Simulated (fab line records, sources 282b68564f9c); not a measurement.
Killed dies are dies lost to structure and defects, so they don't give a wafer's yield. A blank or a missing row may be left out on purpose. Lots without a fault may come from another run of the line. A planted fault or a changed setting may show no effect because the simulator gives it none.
Split-lot experiment | flow rit_cmos | 5 lots, 23 wafers read, on a route of 202 steps

THE SPLIT
At RIT_PRETRO_COAT_01 (resist thk 1300 nm), the setting resist_thk_nm was moved away from the recipe's 1300 nm on 7 of the 23 wafers read, by -1.8% to +5.7%. The other wafers ran this setting at the recipe's value.

FROM THE SPLIT TO THE READING: what the file shows between them, 1 step
- RIT_PRETRO_DEVELOP_05: develop time 68 s (also split here: develop_time_s)

THE READING
NOVOLAK_of_PRETRO_COAT_01.thk_nm (the simulator's own value, which no gauge read), in nm, at RIT_PRETRO_HARDBAKE_07 (time 120 s). The file gives no usual value for it. The 16 wafers here that ran the recipe average 1136 nm, standard deviation 2.9 nm.

wafer  | tool, chamber at the split | resist_thk_nm as run, nm | against the recipe | NOVOLAK_of_PRETRO_COAT_01.thk_nm, nm | against lot-mates on the recipe
L074.1 | litho_track-02, 0          | 1276                     | -1.8%              | 1115                                 | -20
L074.3 | litho_track-02, 0          | 1300                     | recipe             | 1135                                 | -
L074.4 | litho_track-02, 0          | 1300                     | recipe             | 1135                                 | -
L074.5 | litho_track-02, 0          | 1300                     | recipe             | 1135                                 | -
L074.6 | litho_track-02, 0          | 1276                     | -1.8%              | 1113                                 | -22
L076.1 | litho_track-02, 0          | 1350                     | +3.8%              | 1177                                 | +42
L076.2 | litho_track-02, 0          | 1300                     | recipe             | 1135                                 | -
L076.5 | litho_track-02, 0          | 1300                     | recipe             | 1135                                 | -
L076.4 | litho_track-02, 0          | 1300                     | recipe             | 1134                                 | -
L076.6 | litho_track-02, 0          | 1350                     | +3.8%              | 1179                                 | +44
L078.1 | litho_track-03, 0          | 1300                     | recipe             | 1141                                 | -
L078.4 | litho_track-03, 0          | 1300                     | recipe             | 1141                                 | -
L078.6 | litho_track-03, 0          | 1300                     | recipe             | 1139                                 | -
L083.1 | litho_track-02, 0          | 1300                     | recipe             | 1133                                 | -
L083.6 | litho_track-02, 0          | 1300                     | recipe             | 1133                                 | -
L083.2 | litho_track-02, 0          | 1300                     | recipe             | 1134                                 | -
L083.4 | litho_track-02, 0          | 1300                     | recipe             | 1132                                 | -
L083.5 | litho_track-02, 0          | 1300                     | recipe             | 1131                                 | -
L085.1 | litho_track-04, 0          | 1300                     | recipe             | 1138                                 | -
L085.2 | litho_track-04, 0          | 1374                     | +5.7%              | 1195                                 | +58
L085.3 | litho_track-04, 0          | 1374                     | +5.7%              | 1198                                 | +60
L085.4 | litho_track-04, 0          | 1374                     | +5.7%              | 1196                                 | +58
L085.5 | litho_track-04, 0          | 1300                     | recipe             | 1137                                 | -

THE FIT
A straight line over all 23 wafers: NOVOLAK_of_PRETRO_COAT_01.thk_nm changes by +10.8 nm for each +1% of resist_thk_nm; r = +0.99; the points scatter about the line by 2.7 nm.
The same after taking each lot's own level away (the mean of its wafers on the recipe; 23 wafers): +10.6 nm for each +1%; r = +1.00; scatter 1.4 nm.
On that fit, the largest move of resist_thk_nm shifts the reading by 60 nm.
The lots' own levels span 1132.6 to 1140.3 nm, that is 2.7 times the standard deviation above.
So the lot-to-lot level changes the slope little: the two slopes agree.
Check: with one of the wafers moved furthest among these (+5.7%) left out of the fit, the line predicts +61.2 nm for it against its lot-mates. It came out at +57.5 nm against them.

OTHER SPLITS ON THESE WAFERS
These wafers also went through other splits before the reading. Each is held against what the fit with the lots' levels taken away leaves over:
other split on the same wafers       | wafers away from the commonest value | r with NOVOLAK_of_PRETRO_COAT_01.thk_nm (lot level and that fit taken away)
RIT_ACTIVE_OXIDATION_01 temp_c       | 15                                   | +0.49
RIT_ACTIVE_DEVELOP_10 dev_temp_c     | 5                                    | -0.11
RIT_FOX2_OXIDATION_00 ox_time_s      | 10                                   | -0.05
RIT_NWELL_IMPLANT_08 dose_cm2        | 6                                    | +0.10
RIT_PWELL_IMPLANT_08 energy_kev      | 6                                    | +0.32
RIT_NRETRO_COAT_01 resist_thk_nm     | 10                                   | -0.21
RIT_PRETRO_DEVELOP_05 develop_time_s | 2                                    | -0.02

THE WHOLE CHAIN: every reading that the file lists as answering this split, in the file's order
step                   | what it does       | reading                                                                           | change (the file's fit)              | r (the file's)
RIT_PRETRO_COAT_01     | resist thk 1300 nm | NOVOLAK_of_PRETRO_COAT_01.thk_nm (the simulator's own value, which no gauge read) | +12.3 nm for each +1% of the setting | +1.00
RIT_PRETRO_HARDBAKE_07 | time 120 s         | NOVOLAK_of_PRETRO_COAT_01.thk_nm (the simulator's own value, which no gauge read) | +10.6 nm for each +1% of the setting | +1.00

THE FILE'S OWN FIT
NOVOLAK_of_PRETRO_COAT_01.thk_nm changes by +10.6 nm for each +1% of resist_thk_nm, r = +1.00.
